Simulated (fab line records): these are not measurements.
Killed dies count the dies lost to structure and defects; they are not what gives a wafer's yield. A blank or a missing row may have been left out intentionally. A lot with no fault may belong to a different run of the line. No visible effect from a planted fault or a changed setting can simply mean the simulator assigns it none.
What tool caused it? :: flow berkeleyCmos170 :: 42 wafers from 14 lots sampled at 5 of the route's 331 steps

== WHAT THE GAUGES READ, wafer by wafer ==
UCB170_NLDD_CD_MEAS_06: target cd 1200 nm. Usual: cdNm 1200.8 nm, standard deviation 1.4.
lot: L585
measured: day 6 05:22
on: cdSem-01
cdNm (nm): 1200.5 1200.0 1201.7
flag: 

lot: L584
measured: day 6 02:04
on: cdSem-01
cdNm (nm): 1198.8 1198.2 1197.5
flag: 

lot: L586
measured: day 6 05:04
on: cdSem-01
cdNm (nm): 1201.0 1200.3 1201.1
flag: 

lot: L590
measured: day 7 09:23
on: cdSem-02
cdNm (nm): 1202.5 1202.4 1203.7
flag: 

lot: L592
measured: day 7 18:39
on: cdSem-02
cdNm (nm): 1204.0 1202.8 1202.6
flag: 

lot: L597
measured: day 8 18:37
on: cdSem-01
cdNm (nm): 1204.9 1203.7 1203.9
flag: 

lot: L600
measured: day 9 14:40
on: cdSem-01
cdNm (nm): 1201.7 1200.3 1201.5
flag: 

lot: L601
measured: day 9 22:08
on: cdSem-02
cdNm (nm): 1200.3 1200.5 1200.8
flag: 

lot: L603
measured: day 10 03:17
on: cdSem-01
cdNm (nm): 1201.2 1202.4 1199.8
flag: 

lot: L602
measured: day 10 02:59
on: cdSem-02
cdNm (nm): 1200.7 1200.3 1201.4
flag: 

lot: L604
measured: day 10 03:32
on: cdSem-02
cdNm (nm): 1198.7 1198.3 1199.6
flag: 

lot: L605
measured: day 11 03:00
on: cdSem-01
cdNm (nm): 1202.5 1199.9 1201.0
flag: 

lot: L606
measured: day 11 09:20
on: cdSem-01
cdNm (nm): 1199.8 1200.2 1199.8
flag: 

lot: L607
measured: day 11 09:39
on: cdSem-01
cdNm (nm): 1199.4 1199.7 1197.9
flag: 

UCB170_V2_OVL_MEAS_13. Usual: V2_OVL typically reads -2 nm, with standard deviation 5.
lot: L585
measured: day 7 14:54
on: overlay-02
V2_OVL (nm): 3 -2 4
flag: 

lot: L584
measured: day 7 09:46
on: overlay-01
V2_OVL (nm): 7 1 -2
flag: 

lot: L586
measured: day 7 16:16
on: overlay-01
V2_OVL (nm): -2 3 4
flag: 

lot: L590
measured: day 8 14:26
on: overlay-01
V2_OVL (nm): 1 -3 -9
flag: 

lot: L592
measured: day 9 04:16
on: overlay-01
V2_OVL (nm): 5 -2 3
flag: 

lot: L597
measured: day 10 03:31
on: overlay-01
V2_OVL (nm): -9 4 -6
flag: 

lot: L600
measured: day 11 00:01
on: overlay-01
V2_OVL (nm): 10 8 0
flag: 

lot: L601
measured: day 11 07:44
on: overlay-01
V2_OVL (nm): 0 0 3
flag: 

lot: L603
measured: day 11 12:17
on: overlay-01
V2_OVL (nm): 6 9 7
flag: 

lot: L602
measured: day 11 12:02
on: overlay-02
V2_OVL (nm): 3 1 4
flag: 

lot: L604
measured: day 11 12:54
on: overlay-02
V2_OVL (nm): 6 -3 -2
flag: 

lot: L605
measured: day 12 10:57
on: overlay-01
V2_OVL (nm): 7 0 -3
flag: 

lot: L606
measured: day 12 18:49
on: overlay-01
V2_OVL (nm): -4 4 -4
flag: 

lot: L607
measured: day 12 19:11
on: overlay-01
V2_OVL (nm): 0 -12 -2
flag: 

== EACH LOT AND THE TOOL THAT RAN IT (in order: tool; ch and the chambers of the sampled wafers; start) ==
lot: L585
UCB170_NWELL_ETCH_13: rieDiel-02 ch 1,2,3, day 2 08:08
UCB170_M2_METAL_ETCH_18: rieMetal-03 ch 0,1, day 7 12:20
UCB170_M2_STRIP_19: plasmaAsher-03 ch 0,1, day 7 12:30

lot: L584
UCB170_NWELL_ETCH_13: rieDiel-01 ch 0,1,2, day 2 08:25
UCB170_M2_METAL_ETCH_18: rieMetal-04 ch 0,1, day 7 06:11
UCB170_M2_STRIP_19: plasmaAsher-02 ch 0,1, day 7 06:22

lot: L586
UCB170_NWELL_ETCH_13: rieDiel-02 ch 0,1, day 2 12:32
UCB170_M2_METAL_ETCH_18: rieMetal-04 ch 0,1, day 7 12:17
UCB170_M2_STRIP_19: plasmaAsher-02 ch 0,1, day 7 12:29

lot: L590
UCB170_NWELL_ETCH_13: rieDiel-01 ch 0,1,2, day 3 09:05
UCB170_M2_METAL_ETCH_18: rieMetal-03 ch 0,1, day 8 12:04
UCB170_M2_STRIP_19: plasmaAsher-02 ch 0,1, day 8 12:15

lot: L592
UCB170_NWELL_ETCH_13: rieDiel-04 ch 0,3, day 4 00:55
UCB170_M2_METAL_ETCH_18: rieMetal-03 ch 0,1, day 9 01:48
UCB170_M2_STRIP_19: plasmaAsher-03 ch 1, day 9 01:59

lot: L597
UCB170_NWELL_ETCH_13: rieDiel-01 ch 0,1,2, day 4 19:23
UCB170_M2_METAL_ETCH_18: rieMetal-01 ch 0,1, day 10 01:04
UCB170_M2_STRIP_19: plasmaAsher-03 ch 0,1, day 10 01:15

lot: L600
UCB170_NWELL_ETCH_13: rieDiel-02 ch 1,2,3, day 5 14:01
UCB170_M2_METAL_ETCH_18: rieMetal-04 ch 0,1, day 10 21:49
UCB170_M2_STRIP_19: plasmaAsher-03 ch 0,1, day 10 21:59

lot: L601
UCB170_NWELL_ETCH_13: rieDiel-04 ch 1,2, day 5 21:43
UCB170_M2_METAL_ETCH_18: rieMetal-01 ch 0,1, day 11 04:55
UCB170_M2_STRIP_19: plasmaAsher-02 ch 0,1, day 11 05:06

lot: L603
UCB170_NWELL_ETCH_13: rieDiel-01 ch 0,3, day 6 02:11
UCB170_M2_METAL_ETCH_18: rieMetal-03 ch 0,1, day 11 09:59
UCB170_M2_STRIP_19: plasmaAsher-01 ch 0,1, day 11 10:08

lot: L602
UCB170_NWELL_ETCH_13: rieDiel-02 ch 1,2,3, day 6 02:48
UCB170_M2_METAL_ETCH_18: rieMetal-04 ch 0,1, day 11 09:44
UCB170_M2_STRIP_19: plasmaAsher-03 ch 0,1, day 11 09:56

lot: L604
UCB170_NWELL_ETCH_13: rieDiel-04 ch 1,3, day 6 07:57
UCB170_M2_METAL_ETCH_18: rieMetal-01 ch 0,1, day 11 10:06
UCB170_M2_STRIP_19: plasmaAsher-03 ch 0,1, day 11 10:17

lot: L605
UCB170_NWELL_ETCH_13: rieDiel-02 ch 0,1,2, day 6 18:07
UCB170_M2_METAL_ETCH_18: rieMetal-03 ch 0,1, day 12 08:28
UCB170_M2_STRIP_19: plasmaAsher-02 ch 0,1, day 12 08:39

lot: L606
UCB170_NWELL_ETCH_13: rieDiel-01 ch 1,3, day 7 02:17
UCB170_M2_METAL_ETCH_18: rieMetal-01 ch 0, day 12 16:31
UCB170_M2_STRIP_19: plasmaAsher-03 ch 0,1, day 12 16:42

lot: L607
UCB170_NWELL_ETCH_13: rieDiel-01 ch 0,1,3, day 7 07:47
UCB170_M2_METAL_ETCH_18: rieMetal-04 ch 0,1, day 12 16:49
UCB170_M2_STRIP_19: plasmaAsher-01 ch 0,1, day 12 16:58
- UCB170_NWELL_ETCH_13: etches Si3N4 in CH3F/Ar/O2, stops on SiO2, target depth 246.4 nm, time 154 s.
- UCB170_M2_METAL_ETCH_18: etches Al in Cl2/BCl3, stops on SiO2, target depth 1170 nm, time 195 s.
- UCB170_M2_STRIP_19: strips in O2.

== WHAT THE TOOLS THEMSELVES READ (means of the sampled wafers that have a number; where no wafer has one, the mark that the record gives instead) ==
UCB170_NWELL_ETCH_13. Usual: drypumpMotorCurrentA 5.6 A, standard deviation 0.49; oesProductAu 0.947 a.u., standard deviation 0.011; rfFwdPowerW 448.2 W, standard deviation 1.5; throttleValvePct 8.03 %, standard deviation 0.13.
lot: L585
tool: rieDiel-02
drypumpMotorCurrentA (A): 5.7
oesProductAu (a.u.): 0.940
rfFwdPowerW (W): 448.4
throttleValvePct (%): 8.15
flag: 

lot: L584
tool: rieDiel-01
drypumpMotorCurrentA (A): 5.4
oesProductAu (a.u.): 0.938
rfFwdPowerW (W): 448.5
throttleValvePct (%): 8.02
flag: 

lot: L586
tool: rieDiel-02
drypumpMotorCurrentA (A): 5.8
oesProductAu (a.u.): 0.957
rfFwdPowerW (W): 446.1
throttleValvePct (%): 8.08
flag: 

lot: L590
tool: rieDiel-01
drypumpMotorCurrentA (A): 5.4
oesProductAu (a.u.): 0.938
rfFwdPowerW (W): 449.2
throttleValvePct (%): 8.00
flag: 

lot: L592
tool: rieDiel-04
drypumpMotorCurrentA (A): 5.6
oesProductAu (a.u.): 0.960
rfFwdPowerW (W): 448.0
throttleValvePct (%): 8.06
flag: 

lot: L597
tool: rieDiel-01
drypumpMotorCurrentA (A): 5.4
oesProductAu (a.u.): 0.935
rfFwdPowerW (W): 448.7
throttleValvePct (%): 7.99
flag: 

lot: L600
tool: rieDiel-02
drypumpMotorCurrentA (A): 5.7
oesProductAu (a.u.): 0.943
rfFwdPowerW (W): 448.0
throttleValvePct (%): 8.16
flag: 

lot: L601
tool: rieDiel-04
drypumpMotorCurrentA (A): 5.6
oesProductAu (a.u.): 0.935
rfFwdPowerW (W): 447.7
throttleValvePct (%): 8.05
flag: 

lot: L603
tool: rieDiel-01
drypumpMotorCurrentA (A): 5.3
oesProductAu (a.u.): 0.951
rfFwdPowerW (W): 449.4
throttleValvePct (%): 8.03
flag: 

lot: L602
tool: rieDiel-02
drypumpMotorCurrentA (A): 5.7
oesProductAu (a.u.): 0.951
rfFwdPowerW (W): 447.5
throttleValvePct (%): 8.16
flag: 

lot: L604
tool: rieDiel-04
drypumpMotorCurrentA (A): 5.4
oesProductAu (a.u.): 0.964
rfFwdPowerW (W): 447.9
throttleValvePct (%): 8.09
flag: 

lot: L605
tool: rieDiel-02
drypumpMotorCurrentA (A): 5.5
oesProductAu (a.u.): 0.960
rfFwdPowerW (W): 447.6
throttleValvePct (%): 8.11
flag: 

lot: L606
tool: rieDiel-01
drypumpMotorCurrentA (A): 6.0
oesProductAu (a.u.): 0.949
rfFwdPowerW (W): 448.9
throttleValvePct (%): 7.81
flag: 

lot: L607
tool: rieDiel-01
drypumpMotorCurrentA (A): 5.6
oesProductAu (a.u.): 0.951
rfFwdPowerW (W): 448.9
throttleValvePct (%): 7.93
flag: 

UCB170_M2_METAL_ETCH_18. Usual: drypumpMotorCurrentA 5.5 A, standard deviation 0.61; oesProductAu 0.857 a.u., standard deviation 0.011; rfFwdPowerW 598.0 W, standard deviation 1.7; throttleValvePct 24.3 %, standard deviation 0.38.
lot: L585
tool: rieMetal-03
drypumpMotorCurrentA (A): 5.4
oesProductAu (a.u.): 0.860
rfFwdPowerW (W): 598.9
throttleValvePct (%): 24.3
flag: 

lot: L584
tool: rieMetal-04
drypumpMotorCurrentA (A): 6.2
oesProductAu (a.u.): 0.848
rfFwdPowerW (W): 597.7
throttleValvePct (%): 24.1
flag: 

lot: L586
tool: rieMetal-04
drypumpMotorCurrentA (A): 5.6
oesProductAu (a.u.): 0.845
rfFwdPowerW (W): 598.4
throttleValvePct (%): 24.5
flag: 

lot: L590
tool: rieMetal-03
drypumpMotorCurrentA (A): 5.0
oesProductAu (a.u.): 0.861
rfFwdPowerW (W): 524.9
throttleValvePct (%): 24.3
flag: OFF

lot: L592
tool: rieMetal-03
drypumpMotorCurrentA (A): 5.0
oesProductAu (a.u.): 0.863
rfFwdPowerW (W): 527.2
throttleValvePct (%): 24.3
flag: OFF

lot: L597
tool: rieMetal-01
drypumpMotorCurrentA (A): 5.4
oesProductAu (a.u.): 0.860
rfFwdPowerW (W): 598.3
throttleValvePct (%): 24.5
flag: 

lot: L600
tool: rieMetal-04
drypumpMotorCurrentA (A): 6.2
oesProductAu (a.u.): 0.853
rfFwdPowerW (W): 597.4
throttleValvePct (%): 24.1
flag: 

lot: L601
tool: rieMetal-01
drypumpMotorCurrentA (A): 5.4
oesProductAu (a.u.): 0.863
rfFwdPowerW (W): 600.0
throttleValvePct (%): 24.5
flag: 

lot: L603
tool: rieMetal-03
drypumpMotorCurrentA (A): 5.4
oesProductAu (a.u.): 0.859
rfFwdPowerW (W): 596.9
throttleValvePct (%): 24.3
flag: 

lot: L602
tool: rieMetal-04
drypumpMotorCurrentA (A): 5.6
oesProductAu (a.u.): 0.850
rfFwdPowerW (W): 596.9
throttleValvePct (%): 24.5
flag: 

lot: L604
tool: rieMetal-01
drypumpMotorCurrentA (A): 5.4
oesProductAu (a.u.): 0.859
rfFwdPowerW (W): 598.8
throttleValvePct (%): 24.5
flag: 

lot: L605
tool: rieMetal-03
drypumpMotorCurrentA (A): 5.0
oesProductAu (a.u.): 0.861
rfFwdPowerW (W): 600.1
throttleValvePct (%): 24.3
flag: 

lot: L606
tool: rieMetal-01
drypumpMotorCurrentA (A): 5.4
oesProductAu (a.u.): 0.855
rfFwdPowerW (W): 596.0
throttleValvePct (%): 24.7
flag: 

lot: L607
tool: rieMetal-04
drypumpMotorCurrentA (A): 6.2
oesProductAu (a.u.): 0.851
rfFwdPowerW (W): 597.2
throttleValvePct (%): 24.1
flag: 

UCB170_M2_STRIP_19. Usual: drypumpMotorCurrentA 5.5 A, standard deviation 0.46; oesProductAu 0.541 a.u., standard deviation 0.027.
lot: L585
tool: plasmaAsher-03
drypumpMotorCurrentA (A): 5.7
oesProductAu (a.u.): 0.543
flag: 

lot: L584
tool: plasmaAsher-02
drypumpMotorCurrentA (A): 5.5
oesProductAu (a.u.): 0.552
flag: 

lot: L586
tool: plasmaAsher-02
drypumpMotorCurrentA (A): 5.0
oesProductAu (a.u.): 0.534
flag: 

lot: L590
tool: plasmaAsher-02
drypumpMotorCurrentA (A): 5.5
oesProductAu (a.u.): 0.619
flag: 

lot: L592
tool: plasmaAsher-03
drypumpMotorCurrentA (A): 5.7
oesProductAu (a.u.): 0.625
flag: OFF

lot: L597
tool: plasmaAsher-03
drypumpMotorCurrentA (A): 5.7
oesProductAu (a.u.): 0.518
flag: 

lot: L600
tool: plasmaAsher-03
drypumpMotorCurrentA (A): 5.6
oesProductAu (a.u.): 0.581
flag: 

lot: L601
tool: plasmaAsher-02
drypumpMotorCurrentA (A): 5.5
oesProductAu (a.u.): 0.520
flag: 

lot: L603
tool: plasmaAsher-01
drypumpMotorCurrentA (A): 5.7
oesProductAu (a.u.): 0.560
flag: 

lot: L602
tool: plasmaAsher-03
drypumpMotorCurrentA (A): 5.7
oesProductAu (a.u.): 0.534
flag: 

lot: L604
tool: plasmaAsher-03
drypumpMotorCurrentA (A): 5.7
oesProductAu (a.u.): 0.513
flag: 

lot: L605
tool: plasmaAsher-02
drypumpMotorCurrentA (A): 5.5
oesProductAu (a.u.): 0.557
flag: 

lot: L606
tool: plasmaAsher-03
drypumpMotorCurrentA (A): 5.6
oesProductAu (a.u.): 0.522
flag: 

lot: L607
tool: plasmaAsher-01
drypumpMotorCurrentA (A): 5.7
oesProductAu (a.u.): 0.564
flag: 

== THE ANSWER, worked out from the rows above alone ==
Rule: take the mean of a lot's wafers that have a number; if it is more than 3 standard deviations from the usual mean, the lot is off. A lot without any number at a reading at which 4 lots or more have one is off too. Any other lot the step has rows for is counted as sound. After the gauges, taken in route order, come the tools' own readings; for these a lot's mean is taken, as printed above. The first step at which some lot is off is used, and at that step the reading that is off furthest; a lot without a number counts as furthest.
Off: L590, L592 (UCB170_M2_METAL_ETCH_18, rfFwdPowerW).
If a tool, at that step or one of the process steps before it, ran each lot that is off and ran no sound lot following the first of them, it fits. Of those tried, none fits.

== WHAT HAD BEEN PUT IN BY THE SIMULATOR ==
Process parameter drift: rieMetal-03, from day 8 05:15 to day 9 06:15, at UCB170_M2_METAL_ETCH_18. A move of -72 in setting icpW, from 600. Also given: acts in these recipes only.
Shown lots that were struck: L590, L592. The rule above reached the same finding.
